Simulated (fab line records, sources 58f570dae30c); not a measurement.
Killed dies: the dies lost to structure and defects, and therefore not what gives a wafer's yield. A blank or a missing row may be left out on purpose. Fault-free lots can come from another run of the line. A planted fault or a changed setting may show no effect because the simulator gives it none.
One fault through the eyes of 2 desks || flow berkeleyCmos170 || only its own numbers are on each desk; what lay behind them is given at the end

METROLOGY DESK
What the gauges read for every lot (on any tool): the sampled wafers with a number, averaged. A lot is out of limits, marked OUT, if its mean lies more than 4 standard deviations from the usual mean; the brackets give that distance.
Columns: A = M1_AL_THK at UCB170_M1_THK_MEAS_02, usual 593 nm; B = V1_TEOS_THK at UCB170_V1_THK_MEAS_01, usual 2007 nm; C = V1_OVL at UCB170_V1_OVL_MEAS_13, usual 0 nm
{"lot": "L416", "first seen here": "day 8 14:32", "A": 584, "B": 1988, "C": -3}
{"lot": "L415", "first seen here": "day 8 15:34", "A": 597, "B": 1994, "C": 4}
{"lot": "L419", "first seen here": "day 9 00:08", "A": 591, "B": 2008, "C": -6}
{"lot": "L418", "first seen here": "day 9 00:28", "A": 590, "B": 2003, "C": -1}
{"lot": "L417", "first seen here": "day 9 02:07", "A": 584, "B": 2017, "C": -2}
{"lot": "L420", "first seen here": "day 9 02:25", "A": 596, "B": 1985, "C": 3}
{"lot": "L421", "first seen here": "day 9 03:49", "A": 585, "B": 2024, "C": -5}
{"lot": "L422", "first seen here": "day 10 00:14", "A": 583, "B": 1997, "C": -2}
{"lot": "L423", "first seen here": "day 10 00:14", "A": 597, "B": 2010, "C": -6}
{"lot": "L424", "first seen here": "day 10 01:40", "A": 600, "B": 2019, "C": 5}
{"lot": "L425", "first seen here": "day 10 08:34", "A": 582, "B": 1985, "C": -9}
{"lot": "L427", "first seen here": "day 10 13:36", "A": 595, "B": 1986, "C": -5}
{"lot": "L428", "first seen here": "day 10 15:04", "A": 579, "B": 1986, "C": 6}
{"lot": "L426", "first seen here": "day 10 15:06", "A": 609, "B": 1995, "C": 5}
Finding of this desk: none of the 14 lots has anything out of limits.

DESK OF THE TOOL OWNER: furnace-03
At UCB170_M1_ANNEAL_14 (time 1200 s), the tool's own readings, given per lot that ran on this tool as the mean of the sampled wafers with a number. A lot is out of limits, marked OUT, if its mean lies more than 4 standard deviations from the usual mean; the brackets give that distance. Shown are 7 of the 8 readings it has, namely the first that went out of limits plus those furthest out on some lot.
Columns: A = spikeTcCentreC at UCB170_M1_ANNEAL_14, usual 404.2 C; B = spikeTcLoadC at UCB170_M1_ANNEAL_14, usual 412.0 C; C = spikeTcSourceC at UCB170_M1_ANNEAL_14, usual 416.4 C; D = tubeCenterTempC at UCB170_M1_ANNEAL_14, usual 400.01 C; E = tube_center_temp_C_max at UCB170_M1_ANNEAL_14, usual 401.04; F = zonePowerLoadPct at UCB170_M1_ANNEAL_14, usual 5.34 %; G = zonePowerSourcePct at UCB170_M1_ANNEAL_14, usual 6.30 %
{"lot": "L416", "first seen here": "day 8 16:22", "A": 403.7, "B": 412.4, "C": 415.8, "D": 399.99, "E": 400.84, "F": 5.39, "G": 6.31}
{"lot": "L415", "first seen here": "day 8 18:12", "A": 405.1, "B": 413.3, "C": 416.0, "D": 400.01, "E": 401.22, "F": 5.36, "G": 6.32}
{"lot": "L419", "first seen here": "day 9 01:56", "A": 404.3, "B": 413.0, "C": 416.2, "D": 400.02, "E": 400.97, "F": 5.39, "G": 6.35}
{"lot": "L418", "first seen here": "day 9 03:16", "A": 404.2, "B": 411.9, "C": 417.5, "D": 399.97, "E": 400.94, "F": 5.33, "G": 6.29}
{"lot": "L417", "first seen here": "day 9 04:35", "A": 404.0, "B": 411.3, "C": 417.0, "D": 399.99, "E": 400.93, "F": 5.40, "G": 6.30}
{"lot": "L420", "first seen here": "day 9 04:35", "A": 404.2, "B": 411.6, "C": 415.7, "D": 399.98, "E": 401.10, "F": 5.36, "G": 6.27}
{"lot": "L421", "first seen here": "day 9 05:56", "A": 405.1, "B": 411.1, "C": 416.9, "D": 400.01, "E": 401.06, "F": 5.29, "G": 6.34}
{"lot": "L422", "first seen here": "day 10 01:53", "A": 403.8, "B": 412.1, "C": 415.9, "D": 399.98, "E": 401.01, "F": 5.34, "G": 6.34}
{"lot": "L423", "first seen here": "day 10 03:14", "A": 404.5, "B": 411.4, "C": 416.1, "D": 400.03, "E": 401.04, "F": 5.31, "G": 6.31}
{"lot": "L424", "first seen here": "day 10 04:34", "A": 403.8, "B": 411.6, "C": 416.7, "D": 400.04, "E": 401.04, "F": 5.32, "G": 6.27}
{"lot": "L425", "first seen here": "day 10 10:02", "A": 404.3, "B": 412.1, "C": 416.4, "D": 399.99, "E": 401.14, "F": 5.32, "G": 6.31}
{"lot": "L427", "first seen here": "day 10 16:08", "A": "484.2 (+80) OUT", "B": "494.2 (+82) OUT", "C": "498.2 (+82) OUT", "D": "480.00 (+99 or more) OUT", "E": "481.09 (+99 or more) OUT", "F": "7.25 (+35) OUT", "G": "8.63 (+38) OUT"}
{"lot": "L428", "first seen here": "day 10 17:28", "A": "483.0 (+79) OUT", "B": "493.1 (+81) OUT", "C": "498.6 (+82) OUT", "D": "479.97 (+99 or more) OUT", "E": "480.98 (+99 or more) OUT", "F": "7.28 (+35) OUT", "G": "8.46 (+35) OUT"}
{"lot": "L426", "first seen here": "day 10 18:48", "A": "484.2 (+80) OUT", "B": "494.2 (+82) OUT", "C": "497.0 (+81) OUT", "D": "480.03 (+99 or more) OUT", "E": "481.06 (+99 or more) OUT", "F": "7.36 (+37) OUT", "G": "8.57 (+37) OUT"}
This desk finds L426, L427, L428 out of limits, L427 being first, at day 10 16:08 (spikeTcCentreC at UCB170_M1_ANNEAL_14). In limits: L416, L415, L419, L418, L417, L420, L421, L422, L423, L424, L425.

BROUGHT TOGETHER
The tool owner's desk could have raised an alarm at day 10 16:08, on L426, L427, L428.
Nothing out of limits was seen by the metrology desk.
The metrology desk holds a record of L426, L427, L428, inside its limits.
All the named lots went through UCB170_M1_ANNEAL_14 on furnace-03.

WHAT THE SIMULATOR PUT IN
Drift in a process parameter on furnace-03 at UCB170_M1_ANNEAL_14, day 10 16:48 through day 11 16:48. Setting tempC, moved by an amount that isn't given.
Shown lots that were struck: L426, L427, L428.
